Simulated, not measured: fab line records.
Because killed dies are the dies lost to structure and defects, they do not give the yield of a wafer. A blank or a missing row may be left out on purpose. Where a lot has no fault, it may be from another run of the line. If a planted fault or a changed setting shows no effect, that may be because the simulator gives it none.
Comparing a struck lot with a sound one | flow rit_cmos | 19 steps out of a route of 202
Sound: the wafers L203.1, L203.4, L203.6. Wafers struck: L212.1, L212.2, L212.5. The cause comes at the end.
Order at every step that has rows: each side's tool, ch and its chambers, its first start. Under that, the readings that differ: sound wafers | struck wafers | difference of the means | sigmas: that difference in standard deviations of wafers without a fault.
alike: words and numbers the same on both sides, and readings whose means are apart by under 2 such deviations; not compared: readings that were withheld, readings missing a value for some wafer, numbers with overlapping values and no deviation given by the record, and bounds like >300 which may hide the same value.
The two part at a step that has a row with sigmas, a row that says differs or no value, or rows on one side only. Non-overlapping numbers with no deviation appear without sigmas and do not part them. A reading missing from all wafers of one side parts the sides only when that side holds two or more wafers.

first, 1 step without rows for these wafers: RIT_SILICIDE_WET_ETCH_00 (etches SiO2 in BOE, target depth 14 nm, time 15 s).
RIT_SILICIDE_SPUTTER_01: material Ti, target thk 30 nm, time 240 s.
  struck on pvd_sputter-02, day 5 20:20; sound on pvd_sputter-03, day 4 03:17
  alike: throttle_valve_pct
RIT_SILICIDE_RS_MEAS_02: measures by four-point-probe.
  struck on film_metro-04, day 5 20:29; sound on film_metro-02, day 4 03:26
  alike: SILICIDE_TI_RS
RIT_SILICIDE_THK_MEAS_03: measures by xrf.
  struck on film_metro-04, day 5 20:36; sound on film_metro-02, day 4 03:33
  alike: SILICIDE_TI_THK
RIT_SILICIDE_RTA_04: time 10 s, ramp up 5 s, ramp down 5 s.
  sound on rtp_anneal-01 ch 0, day 4 03:37; struck on rtp_anneal-02 ch 0, day 5 20:40
  alike: chamber_o2_ppm, wafer_temp_C_max
then, 1 step without rows for these wafers: RIT_SILICIDE_WET_ETCH_05 (etches Ti in SPM, time 120 s).
RIT_SILICIDE_RTA_06: time 10 s, ramp up 5 s, ramp down 10 s.
  sound on rtp_anneal-02 ch 0, day 4 03:43; struck on rtp_anneal-01 ch 0, day 5 20:46
  alike: chamber_o2_ppm, wafer_temp_C_max
RIT_CONTACT_CVD_00: deposits SiO2 from TEOS, target thk 400 nm, time 60.06 s.
  sound on pecvd-02 ch 0,2, day 4 03:47; struck on pecvd-02 ch 1,2, day 5 20:54
  alike: heater_power_w
  not compared: since_wet_clean_h
RIT_CONTACT_THK_MEAS_01:
  struck on film_metro-01, day 5 20:57; sound on film_metro-03, day 4 03:50
  alike: CONTACT_TEOS_THK
then, 3 steps without rows for these wafers: RIT_CONTACT_HMDS_02 (prime time 60 s); RIT_CONTACT_COAT_03 (resist thk 1000 nm); RIT_CONTACT_SOFTBAKE_04 (time 60 s).
RIT_CONTACT_EXPOSE_05: exposes mask M11, target cd 1000 nm.
  sound on iline_stepper-01 ch 0, day 4 04:37; struck on iline_stepper-01 ch 0, day 5 21:32
  reading                         | sound                | struck            | difference | sigmas
  model.CONTACT.overlay_x_nm (nm) | 0.8702 0.8702 0.8702 | 172.3 172.3 172.3 | +171.4     |
  alike: mask
then, 2 steps without rows for these wafers: RIT_CONTACT_PEB_06; RIT_CONTACT_DEVELOP_07 (develop time 120 s).
RIT_CONTACT_CD_MEAS_08: target cd 1000 nm.
  struck on cd_sem-02, day 5 22:02; sound on cd_sem-01, day 4 05:08
  alike: cd_nm
RIT_CONTACT_OVL_MEAS_09:
  struck on overlay-02, day 5 22:10; sound on overlay-01, day 4 05:15
  reading          | sound       | struck            | difference | sigmas
  CONTACT_OVL (nm) | 1.9 1.6 1.1 | 172.7 173.4 173.8 | +171.8     | +99 or more
then, 1 step without rows for these wafers: RIT_CONTACT_HARDBAKE_10 (time 60 s).
RIT_M1_PROBE_99:
  struck on prober-02, day 6 03:27; sound on prober-02, day 4 10:56
  reading                                    | sound             | struck            | difference | sigmas
  model.etest.contact_to_gate.bv_right_v (V) | 92.28 92.42 90.38 | 6.56 10.02 4.529  | -84.66     |
  model.etest.contact_to_gate.bv_left_v (V)  | 88.94 92.18 92.85 | 176.5 176.1 177.2 | +85.3      |
  alike: killed_at_contacts, killed_at_front_end, killed_dies, killed_open, killed_short

== WHERE THEY PART ==
Only at RIT_CONTACT_OVL_MEAS_09, within this record. Later steps at which nothing parts them and some readings are alike: RIT_M1_PROBE_99.

WHY: what had been put in by the simulator
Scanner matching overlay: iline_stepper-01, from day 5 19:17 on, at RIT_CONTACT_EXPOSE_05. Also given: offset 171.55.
